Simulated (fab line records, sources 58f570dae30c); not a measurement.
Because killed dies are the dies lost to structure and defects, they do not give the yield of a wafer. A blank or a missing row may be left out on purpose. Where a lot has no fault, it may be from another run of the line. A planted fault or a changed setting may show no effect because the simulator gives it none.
Which tool is to blame? || flow berkeley-cmos170 || 39 wafers from 14 lots sampled at 3 of the route's 331 steps

## WHAT THE GAUGES READ, wafer by wafer
UCB170_PSD_TW_MEAS_10.
{"lot": "L772", "measured": "day 7 03:43", "on": "film-metro-03", "PSD_TW": "2356 2354 2364"}
{"lot": "L771", "measured": "day 7 04:40", "on": "film-metro-01", "PSD_TW": "2335 2339 2336"}
{"lot": "L774", "measured": "day 7 16:01", "on": "film-metro-01", "PSD_TW": "2345 2346 2349"}
{"lot": "L776", "measured": "day 7 23:48", "on": "film-metro-01", "PSD_TW": "2343 2342 2352"}
{"lot": "L775", "measured": "day 8 00:02", "on": "film-metro-03", "PSD_TW": "2348 2375 2366"}
{"lot": "L780", "measured": "day 8 08:40", "on": "film-metro-03", "PSD_TW": "2363 2366 2361"}
{"lot": "L778", "measured": "day 8 08:48", "on": "film-metro-01", "PSD_TW": "2337 2329 2321"}
{"lot": "L782", "measured": "day 8 22:31", "on": "film-metro-02", "PSD_TW": 2341}
{"lot": "L787", "measured": "day 9 23:06", "on": "film-metro-03", "PSD_TW": "2357 2363 2357"}
{"lot": "L786", "measured": "day 9 23:23", "on": "film-metro-01", "PSD_TW": "2338 2331"}
{"lot": "L789", "measured": "day 10 13:43", "on": "film-metro-02", "PSD_TW": "2294 2310 2311"}
{"lot": "L790", "measured": "day 10 14:16", "on": "film-metro-01", "PSD_TW": "2326 2335 2333"}
{"lot": "L793", "measured": "day 11 03:28", "on": "film-metro-02", "PSD_TW": "2327 2324 2326"}
{"lot": "L794", "measured": "day 11 10:43", "on": "film-metro-03", "PSD_TW": "2391 2373 2386"}

UCB170_CONTACT_CD_MEAS_15: target cd 700 nm.
{"lot": "L772", "measured": "day 7 17:59", "on": "cd-sem-02", "cd-nm (nm)": "697.4 697.7 698.5"}
{"lot": "L771", "measured": "day 7 17:53", "on": "cd-sem-02", "cd-nm (nm)": "700.7 701.0 699.5"}
{"lot": "L774", "measured": "day 8 02:43", "on": "cd-sem-01", "cd-nm (nm)": "698.4 698.2 696.7"}
{"lot": "L776", "measured": "day 8 09:08", "on": "cd-sem-02", "cd-nm (nm)": "699.5 701.2 701.1"}
{"lot": "L775", "measured": "day 8 09:43", "on": "cd-sem-01", "cd-nm (nm)": "701.6 700.0 700.6"}
{"lot": "L780", "measured": "day 8 19:19", "on": "cd-sem-01", "cd-nm (nm)": "699.2 701.2 699.4"}
{"lot": "L778", "measured": "day 8 22:29", "on": "cd-sem-01", "cd-nm (nm)": "701.4 702.0 701.5"}
{"lot": "L782", "measured": "day 9 07:19", "on": "cd-sem-01", "cd-nm (nm)": 697.8}
{"lot": "L787", "measured": "day 10 12:00", "on": "cd-sem-02", "cd-nm (nm)": "699.1 698.8 700.1"}
{"lot": "L786", "measured": "day 10 11:31", "on": "cd-sem-01", "cd-nm (nm)": "697.3 699.6"}
{"lot": "L789", "measured": "day 11 07:29", "on": "cd-sem-01", "cd-nm (nm)": "697.9 699.4 697.8"}
{"lot": "L790", "measured": "day 11 05:16", "on": "cd-sem-02", "cd-nm (nm)": "699.6 699.8 699.2"}
{"lot": "L793", "measured": "day 11 14:16", "on": "cd-sem-01", "cd-nm (nm)": "698.1 696.5 697.6"}
{"lot": "L794", "measured": "day 11 21:20", "on": "cd-sem-01", "cd-nm (nm)": "700.3 699.9 702.1"}

## TOOL THAT RAN EACH LOT (tool first, then ch and the chambers of the sampled wafers, then the start)
{"lot": "L772", "UCB170_BACKSIDE_STRIP_03": "plasma-asher-02 ch 0,1, day 7 10:53"}
{"lot": "L771", "UCB170_BACKSIDE_STRIP_03": "plasma-asher-04 ch 0,1, day 7 10:43"}
{"lot": "L774", "UCB170_BACKSIDE_STRIP_03": "plasma-asher-01 ch 0,1, day 7 19:12"}
{"lot": "L776", "UCB170_BACKSIDE_STRIP_03": "plasma-asher-02 ch 0,1, day 8 03:13"}
{"lot": "L775", "UCB170_BACKSIDE_STRIP_03": "plasma-asher-02 ch 0,1, day 8 03:40"}
{"lot": "L780", "UCB170_BACKSIDE_STRIP_03": "plasma-asher-02 ch 0,1, day 8 12:13"}
{"lot": "L778", "UCB170_BACKSIDE_STRIP_03": "plasma-asher-02 ch 0,1, day 8 12:41"}
{"lot": "L782", "UCB170_BACKSIDE_STRIP_03": "plasma-asher-04 ch 1, day 9 01:38"}
{"lot": "L787", "UCB170_BACKSIDE_STRIP_03": "plasma-asher-02 ch 0,1, day 10 02:08"}
{"lot": "L786", "UCB170_BACKSIDE_STRIP_03": "plasma-asher-04 ch 0, day 10 02:26"}
{"lot": "L789", "UCB170_BACKSIDE_STRIP_03": "plasma-asher-02 ch 0,1, day 10 19:56"}
{"lot": "L790", "UCB170_BACKSIDE_STRIP_03": "plasma-asher-04 ch 0,1, day 10 20:17"}
{"lot": "L793", "UCB170_BACKSIDE_STRIP_03": "plasma-asher-02 ch 0, day 11 07:10"}
{"lot": "L794", "UCB170_BACKSIDE_STRIP_03": "plasma-asher-02 ch 0,1, day 11 13:31"}
- UCB170_BACKSIDE_STRIP_03: strips in O2.

## WHAT THE TOOLS THEMSELVES READ (means of the sampled wafers that have a number; where no wafer has one, the mark that the record gives instead)
UCB170_BACKSIDE_STRIP_03.
{"lot": "L772", "tool": "plasma-asher-02", "drypump-motor-current-A (A)": 5.5, "oes-product-au (a.u.)": 0.737, "strip-time-to-endpoint-s (s)": 21.96}
{"lot": "L771", "tool": "plasma-asher-04", "drypump-motor-current-A (A)": 6.0, "oes-product-au (a.u.)": 0.734, "strip-time-to-endpoint-s (s)": 21.98}
{"lot": "L774", "tool": "plasma-asher-01", "drypump-motor-current-A (A)": 5.8, "oes-product-au (a.u.)": 0.738, "strip-time-to-endpoint-s (s)": 21.90}
{"lot": "L776", "tool": "plasma-asher-02", "drypump-motor-current-A (A)": 5.6, "oes-product-au (a.u.)": 0.735, "strip-time-to-endpoint-s (s)": 21.94}
{"lot": "L775", "tool": "plasma-asher-02", "drypump-motor-current-A (A)": 5.2, "oes-product-au (a.u.)": 0.736, "strip-time-to-endpoint-s (s)": 21.98}
{"lot": "L780", "tool": "plasma-asher-02", "drypump-motor-current-A (A)": 5.2, "oes-product-au (a.u.)": 0.733, "strip-time-to-endpoint-s (s)": 21.94}
{"lot": "L778", "tool": "plasma-asher-02", "drypump-motor-current-A (A)": 5.5, "oes-product-au (a.u.)": 0.735, "strip-time-to-endpoint-s (s)": 22.05}
{"lot": "L782", "tool": "plasma-asher-04", "drypump-motor-current-A (A)": 5.8, "oes-product-au (a.u.)": 0.735, "strip-time-to-endpoint-s (s)": 22.01}
{"lot": "L787", "tool": "plasma-asher-02", "drypump-motor-current-A (A)": 5.5, "oes-product-au (a.u.)": 0.733, "strip-time-to-endpoint-s (s)": 21.96}
{"lot": "L786", "tool": "plasma-asher-04", "drypump-motor-current-A (A)": 6.1, "oes-product-au (a.u.)": 0.735, "strip-time-to-endpoint-s (s)": 22.01}
{"lot": "L789", "tool": "plasma-asher-02", "drypump-motor-current-A (A)": 5.2, "oes-product-au (a.u.)": 0.735, "strip-time-to-endpoint-s (s)": 21.92}
{"lot": "L790", "tool": "plasma-asher-04", "drypump-motor-current-A (A)": 6.0, "oes-product-au (a.u.)": 0.732, "strip-time-to-endpoint-s (s)": 21.95}
{"lot": "L793", "tool": "plasma-asher-02", "drypump-motor-current-A (A)": 4.8, "oes-product-au (a.u.)": 0.731, "strip-time-to-endpoint-s (s)": 21.97}
{"lot": "L794", "tool": "plasma-asher-02", "drypump-motor-current-A (A)": 5.2, "oes-product-au (a.u.)": 0.735, "strip-time-to-endpoint-s (s)": 21.94}

## THE ANSWER, worked out from the rows above alone
Rule: usual is defined by the lots themselves. Put in order of their means at a reading, lots are off if they are a third of the lots or fewer, leave a main group of 4 or more, and stand apart from it by a gap of 3 or more times the standard deviation of the main group's means; of several such gaps the widest counts. Not used: any main group whose means are identical at the precision the tables above print for the reading. Also off: a lot with no number at a reading for which 4 or more lots have one. The other lots that the step has rows for count as sound. Order of review: gauges by route order, followed by the tools' own readings, for which a lot's mean as printed above is used. The first step at which some lot is off is used, and at that step the reading that is off furthest; a lot without a number counts as furthest.
Nothing can be told from this: no lot is off at any reading shown.

## WHAT THE SIMULATOR HAD PUT IN
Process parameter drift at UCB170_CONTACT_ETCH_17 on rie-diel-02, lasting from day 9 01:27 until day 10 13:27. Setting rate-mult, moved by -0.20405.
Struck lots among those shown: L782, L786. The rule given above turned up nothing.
